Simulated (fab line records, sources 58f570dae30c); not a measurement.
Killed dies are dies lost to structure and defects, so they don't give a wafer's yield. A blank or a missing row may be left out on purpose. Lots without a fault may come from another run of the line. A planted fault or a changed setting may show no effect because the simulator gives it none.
One fault seen from 2 desks | flow berkeley_cmos170 | each desk has only its own numbers; what lay behind them comes last

THE METROLOGY DESK
What the gauges read, lot by lot, whatever tool the lot ran on: means of the sampled wafers that have a number. A lot is out of limits, marked OUT, if its mean lies more than 4 standard deviations from the usual mean; the brackets give that distance.
Columns: A = NWELL_OVL at UCB170_NWELL_OVL_MEAS_12, usual -4 nm; B = M2_AL_RS at UCB170_M2_RS_MEAS_02, usual 0.0323 ohm/sq; C = M2_AL_THK at UCB170_M2_THK_MEAS_03, usual 898 nm; D = cd_nm at UCB170_M3_CD_MEAS_90, usual 701 nm
lot  | first seen here | A   | B      | C   | D
L177 | day 2 05:55     | 3   | 0.0322 | 896 | 700
L178 | day 2 06:12     | -6  | 0.0324 | 898 | 701
L179 | day 2 12:38     | -9  | 0.0321 | 900 | 696
L180 | day 2 19:34     | -10 | 0.0321 | 903 | 696
L181 | day 3 07:11     | -4  | 0.0329 | 877 | 703
L182 | day 3 07:18     | -8  | 0.0319 | 903 | 698
L190 | day 5 01:56     | -1  | 0.0327 | 889 | 704
L189 | day 5 02:13     | 0   | 0.0317 | 919 | 700
L192 | day 5 13:39     | -1  | 0.0321 | 906 | 700
L193 | day 5 13:46     | 8   | 0.0318 | 915 | 700
L195 | day 6 00:25     | -5  | 0.0326 | 887 | 704
L197 | day 6 06:41     | -7  | 0.0327 | 885 | 695
L199 | day 6 21:17     | -7  | 0.0324 | 904 | 698
This desk's finding: nothing out of limits on any of the 13 lots.

THE TOOL OWNER'S DESK: pvd_sputter-02
The tool's own readings at UCB170_M2_SPUTTER_01 (material Al, target thk 900 nm, time 120 s): means of the sampled wafers that have a number, for each lot that ran on this tool. A lot is out of limits, marked OUT, if its mean lies more than 4 standard deviations from the usual mean; the brackets give that distance.
Columns: A = throttle_valve_pct at UCB170_M2_SPUTTER_01, usual 29.5 %
lot  | first seen here | A
L181 | day 8 15:28     | 29.3
L189 | day 9 14:55     | 29.9
This desk's finding: nothing out of limits on any of the 2 lots.

PUT TOGETHER
The metrology desk saw nothing out of limits.
The tool owner's desk saw nothing out of limits.

WHAT THE SIMULATOR HAD PUT IN
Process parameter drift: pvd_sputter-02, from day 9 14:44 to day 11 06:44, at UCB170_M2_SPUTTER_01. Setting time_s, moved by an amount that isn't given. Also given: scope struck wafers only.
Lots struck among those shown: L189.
